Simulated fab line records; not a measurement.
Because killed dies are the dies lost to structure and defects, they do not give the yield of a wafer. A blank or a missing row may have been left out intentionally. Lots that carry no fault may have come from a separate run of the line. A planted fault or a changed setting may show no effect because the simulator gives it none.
8D (eight disciplines) problem report, filled in by code :: flow rit cmos :: the parts of the form that need people (team, actions taken, sign-off) are left out

## 1. WHAT WENT WRONG
NRETRO_TW at RIT_NRETRO_TW_MEAS_10 reads a mean of 31 on 3 wafers of 1 lot; wafers without a fault read 1059 with a standard deviation of 4.7. So: -99 or more standard deviations from the usual mean.
Seen first at day 5 04:14 on film metro-01, wafer L493.3. At this step, 39 wafers from 13 lots have a number in the record. The rule behind "out" and "out of limits": a value lying over 4 standard deviations away from the usual mean. The rest of the wafers with a number are treated as sound.

## 2. WHAT IT IS; WHAT IT IS NOT
question: which readings at this step
is: NRETRO_TW
is not: -

question: which lots
is: L493
is not: L479, L480, L481, L482, L483, L484, L486, L488, L489, L490, L494, L502

question: which wafers of those lots
is: all that have a number
is not: -

question: read on which gauges
is: film metro-01
is not: film metro-02, film metro-04

question: when
is: from day 5 04:14
is not: up to then (30 sound wafers); but 6 sound wafers of L494, L502 came after

## 3. WHAT RULES OUT EACH SUSPECT
Counting: a tool stays on the suspect list if, at a process step up to the reading, it processed all lots that are out and no sound lot following the first of them.
- the gauge at RIT_NRETRO_TW_MEAS_10 is ruled out. All the wafers that are out were read on film metro-01, but those of them that RIT_NWELL_STRIP_09 has rows for are out there too, on other tools.
- plasma asher-01 at RIT_NWELL_STRIP_09 (strips in O2, time 180 s): ruled out as a lasting fault. Following L493 (day 4 19:11), the first lot on it that is out, the sound lots L502 were run on it.
Left after counting: nothing in the record.

## 4. THE CAUSE (what the simulator had put in)
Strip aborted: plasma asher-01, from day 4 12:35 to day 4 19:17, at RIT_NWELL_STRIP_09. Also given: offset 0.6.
It was ruled out by counting, in error; the rule expects a fault to strike all lots run on its tool from its start on, and this fault did not.

## 5. THE CHAIN OF EFFECTS, in route order
One row per reading whose mean, taken over the struck wafers that have a number, lies over 3 standard deviations from the usual. Readings are gone through only where the record gives a usual standard deviation; hours: the median, over the lots, of the time from a lot's start at the first step in this table giving one to that lot's start at this step; sigmas: the change measured in usual standard deviations.
hours: 0
step: RIT_NWELL_STRIP_09
reading: run length s
usual: 208.5 s
on struck wafers: 72.1
change: -136.4
sigmas: -99 or more

hours: 9
step: RIT_NRETRO_TW_MEAS_10
reading: NRETRO_TW
usual: 1059
on struck wafers: 31
change: -1028
sigmas: -99 or more

hours: 11
step: RIT_PRETRO_TW_MEAS_10
reading: PRETRO_TW
usual: 476.7
on struck wafers: 58.2
change: -418.5
sigmas: -99 or more
Here are the process steps it includes:
- RIT_NWELL_STRIP_09: strips in O2, time 180 s.
Later measuring or inspecting steps at which every struck wafer that the step has a row for has a number for every such reading, and none has moved that far: RIT_SPACER_THK_MEAS_04, RIT_NSD_TW_MEAS_10.

## 6. HOW IT WOULD HAVE BEEN CAUGHT EARLIER
16 hours passed between the start of the fault at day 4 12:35 and the first reading out of limits at a measuring or inspecting step in this record, taken at day 5 04:14.
The tool's own readings at RIT_NWELL_STRIP_09 were out on every struck wafer that the step has a row for (run length s): an alarm limit on them would have fired on the first of those.
